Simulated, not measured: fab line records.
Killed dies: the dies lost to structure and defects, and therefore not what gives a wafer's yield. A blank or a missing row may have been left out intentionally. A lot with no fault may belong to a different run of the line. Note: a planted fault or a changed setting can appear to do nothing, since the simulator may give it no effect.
One fault through the eyes of 2 desks + flow rit-cmos + each desk holds nothing but its own numbers, with what lay behind them at the end

METROLOGY DESK
What the gauges read, lot by lot, whatever tool the lot ran on: means of the sampled wafers that have a number. If a lot's mean is further than 4 standard deviations from the usual mean, the lot is out of limits and carries the mark OUT (the distance appears in the brackets).
Columns: A = INCOMING_BOW at RIT_ACTIVE_BOW_MEAS_00, usual 0 um; B = PWELL_OVL at RIT_PWELL_OVL_MEAS_06, usual 0.5 nm; C = FIELD_OXIDE_LEFT_2_THK at RIT_FOX2_THK_MEAS_91, usual 254 nm
| lot  | first seen here | A  | B    | C   |
|------|-----------------|----|------|-----|
| L103 | day 1 15:00     | 4  | 1.1  | 247 |
| L105 | day 2 01:01     | 1  | -0.2 | 250 |
| L106 | day 2 06:01     | 1  | 1.5  | 263 |
| L110 | day 3 02:01     | 0  | -    | 249 |
| L111 | day 3 07:02     | -2 | -    | 248 |
| L112 | day 3 12:00     | -9 | -0.2 | 263 |
| L113 | day 3 17:01     | -4 | -0.3 | 256 |
| L117 | day 4 13:00     | 2  | 0.4  | 255 |
| L118 | day 4 18:01     | -8 | -1.1 | 263 |
| L119 | day 4 23:02     | 0  | 0.9  | 257 |
| L120 | day 5 04:00     | -2 | -0.3 | 258 |
| L122 | day 5 14:01     | -4 | 1.0  | 255 |
| L123 | day 5 19:00     | -1 | -0.6 | 245 |
| L125 | day 6 05:00     | 1  | 0.5  | 237 |
Result from this desk: across the 14 lots, nothing is out of limits.

FOR THE TOOL OWNER'S DESK: litho-track-02
The tool's own readings at RIT_PWELL_DEVELOP_05 (develop time 68 s): means of the sampled wafers that have a number, for each lot that ran on this tool. If a lot's mean is further than 4 standard deviations from the usual mean, the lot is out of limits and carries the mark OUT (the distance appears in the brackets).
Columns: A = chill-plate-temp-C at RIT_PWELL_DEVELOP_05, usual 23.00 C
| lot  | first seen here | A     |
|------|-----------------|-------|
| L103 | day 2 07:00     | 22.97 |
| L105 | day 2 13:00     | 22.95 |
| L112 | day 4 04:00     | 23.08 |
| L113 | day 4 10:00     | 22.99 |
| L125 | day 6 17:00     | 23.00 |
Result from this desk: across the 5 lots, nothing is out of limits.

BROUGHT TOGETHER
Metrology desk: nothing out of limits seen.
The desk of the tool owner found nothing out of limits.

WHAT THE SIMULATOR HAD PUT IN
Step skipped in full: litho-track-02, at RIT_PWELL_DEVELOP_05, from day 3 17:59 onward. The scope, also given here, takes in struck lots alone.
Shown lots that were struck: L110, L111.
